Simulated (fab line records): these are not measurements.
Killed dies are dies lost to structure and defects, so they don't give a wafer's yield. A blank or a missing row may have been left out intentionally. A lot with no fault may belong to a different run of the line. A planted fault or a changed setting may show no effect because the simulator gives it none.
Which tool is to blame? -- flow ritCmos -- Sampling: 7 lots, 21 wafers, 2 of 202 route steps

== WHAT THE GAUGES SHOWED, per wafer ==
RIT_PSD_TW_MEAS_10.
lot,measured,on,PSD_TW
L277,day 3 18:59,filmMetro-04,3393 3395 3405
L279,day 4 07:22,filmMetro-02,3449 3426 3436
L283,day 5 05:17,filmMetro-04,3365 3401 3382
L286,day 5 18:08,filmMetro-02,3610 3636 3631
L290,day 6 12:38,filmMetro-04,3395 3381 3394
L293,day 7 04:22,filmMetro-02,3424 3413 3426
L296,day 7 15:51,filmMetro-04,3390 3390 3370

== EACH LOT AND THE TOOL THAT RAN IT (in order: tool; ch and the chambers of the sampled wafers; start) ==
lot,RIT_PSD_IMPLANT_08
L277,"implanter-02 ch 0, day 3 18:41"
L279,"implanter-01 ch 0, day 4 07:03"
L283,"implanter-03 ch 0, day 5 04:57"
L286,"implanter-03 ch 0, day 5 17:49"
L290,"implanter-01 ch 0, day 6 12:18"
L293,"implanter-02 ch 0, day 7 04:04"
L296,"implanter-01 ch 0, day 7 15:32"
- RIT_PSD_IMPLANT_08

== THE ANSWER, worked out from the rows above alone ==
Rule: the lots themselves supply what counts as usual. Put in order of their means at a reading, lots are off if they are a third of the lots or fewer, leave a main group of 4 or more, and stand apart from it by a gap of 3 or more times the standard deviation of the main group's means; of several such gaps the widest counts. A main group is skipped when, at the precision printed for the reading in the tables above, its means are all equal. A lot without any number at a reading at which 4 lots or more have one is off too. Where the step has rows for the other lots, those lots are counted as sound.
Off: L286, seen at RIT_PSD_TW_MEAS_10 (PSD_TW). The main group has a mean of 3402 with a standard deviation of 20.
A tool fits if, at a process step before that reading, it ran every lot that is off, and no sound lot after the first of them. Gauges at RIT_PSD_TW_MEAS_10: tried the same way as those tools. One candidate fits, namely implanter-03 at RIT_PSD_IMPLANT_08. Its last sound lot is L283 (day 5 04:57), its first lot that is off L286 (day 5 17:49): a fault that began between those two fits.

== WHAT WAS PUT IN BY THE SIMULATOR ==
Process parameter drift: implanter-03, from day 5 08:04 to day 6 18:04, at RIT_PSD_IMPLANT_08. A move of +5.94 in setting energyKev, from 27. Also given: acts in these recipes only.
Struck lots among those shown: L286. This agrees with what the rule above found.
